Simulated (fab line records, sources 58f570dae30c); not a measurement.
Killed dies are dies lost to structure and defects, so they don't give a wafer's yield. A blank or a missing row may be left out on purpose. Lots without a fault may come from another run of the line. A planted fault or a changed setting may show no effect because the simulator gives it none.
Which tool did it? | flow berkeley_cmos170 | 13 lots, 39 wafers sampled, at 2 steps of a route of 331

WHAT THE GAUGES READ, wafer by wafer
UCB170_ACTIVE_CD_MEAS_13: target cd 1200 nm. Usual: cd_nm 1199.9 nm, standard deviation 1.6.
lot  | measured    | on        | cd_nm (nm)                                | flag
L850 | day 4 08:34 | cd_sem-02 | 1201.5 1201.0 1199.6                      |
L851 | day 4 16:41 | cd_sem-01 | 1200.2 1201.6 1199.4                      |
L853 | day 5 04:10 | cd_sem-01 | 1200.5 1201.0 1199.8                      |
L854 | day 5 04:46 | cd_sem-01 | 1199.1 1197.2 1198.1                      |
L855 | day 5 08:28 | cd_sem-02 | 1200.6 1200.3 1201.5                      |
L856 | day 5 19:46 | cd_sem-02 | 1200.5 1201.0 1200.6                      |
L859 | day 6 06:46 | cd_sem-02 | 1376.1 1377.1 1377.6 1376.0 1376.9 1377.8 | OFF
L860 | day 6 14:47 | cd_sem-02 | 1201.3 1201.7 1200.4                      |
L866 | day 7 14:50 | cd_sem-01 | 1198.8 1199.0 1200.4                      |
L867 | day 7 15:04 | cd_sem-01 | 1201.1 1202.1 1203.7                      |
L870 | day 8 10:49 | cd_sem-02 | 1197.8 1198.2 1197.8                      |
L872 | day 8 19:46 | cd_sem-01 | 1197.6 1196.6 1197.3                      |
L873 | day 8 19:59 | cd_sem-01 | 1200.7 1199.9 1200.1                      |

WHICH TOOL RAN EACH LOT (tool, then ch and the chambers of the sampled wafers, then the start)
lot  | UCB170_ACTIVE_EXPOSE_10
L850 | krf_scanner-02 ch 0, day 4 07:56
L851 | krf_scanner-01 ch 0, day 4 15:59
L853 | krf_scanner-02 ch 0, day 5 03:20
L854 | krf_scanner-01 ch 0, day 5 04:04
L855 | krf_scanner-02 ch 0, day 5 08:01
L856 | krf_scanner-02 ch 0, day 5 19:02
L859 | krf_scanner-02 ch 0, day 6 06:02
L860 | krf_scanner-02 ch 0, day 6 13:58
L866 | krf_scanner-01 ch 0, day 7 14:17
L867 | krf_scanner-01 ch 0, day 7 14:22
L870 | krf_scanner-01 ch 0, day 8 10:13
L872 | krf_scanner-01 ch 0, day 8 18:43
L873 | krf_scanner-01 ch 0, day 8 18:50
- UCB170_ACTIVE_EXPOSE_10: exposes mask ACTIVE, target cd 1200 nm.

WHAT THE TOOLS THEMSELVES READ (means of the sampled wafers that have a number; where no wafer has one, the mark that the record gives instead)
UCB170_ACTIVE_EXPOSE_10. Usual: exposure_dose_mJ_cm2 19.995, standard deviation 0.021.
lot  | tool           | exposure_dose_mJ_cm2 | flag
L850 | krf_scanner-02 | 20.019               |
L851 | krf_scanner-01 | 20.025               |
L853 | krf_scanner-02 | 20.001               |
L854 | krf_scanner-01 | 20.016               |
L855 | krf_scanner-02 | 19.997               |
L856 | krf_scanner-02 | 19.995               |
L859 | krf_scanner-02 | 19.970               |
L860 | krf_scanner-02 | 19.991               |
L866 | krf_scanner-01 | 19.987               |
L867 | krf_scanner-01 | 19.980               |
L870 | krf_scanner-01 | 19.985               |
L872 | krf_scanner-01 | 19.991               |
L873 | krf_scanner-01 | 19.980               |

THE ANSWER, worked out from the rows above alone
Rule: a lot is off if the mean of its wafers that have a number lies more than 3 standard deviations from the usual mean. A lot without any number at a reading at which 4 lots or more have one is off too. The other lots that the step has rows for count as sound. The gauges are gone through in route order, then the tools' own readings, and for those a lot's mean is taken as printed above. The first step at which some lot is off is used, and at that step the reading that is off furthest; a lot without a number counts as furthest.
Off: L859, at UCB170_ACTIVE_CD_MEAS_13 (cd_nm).
A tool fits if, at a process step before that reading, it ran every lot that is off, and no sound lot after the first of them. The gauges at UCB170_ACTIVE_CD_MEAS_13 are tried like those tools. None of those tried fits.

WHAT THE SIMULATOR HAD PUT IN
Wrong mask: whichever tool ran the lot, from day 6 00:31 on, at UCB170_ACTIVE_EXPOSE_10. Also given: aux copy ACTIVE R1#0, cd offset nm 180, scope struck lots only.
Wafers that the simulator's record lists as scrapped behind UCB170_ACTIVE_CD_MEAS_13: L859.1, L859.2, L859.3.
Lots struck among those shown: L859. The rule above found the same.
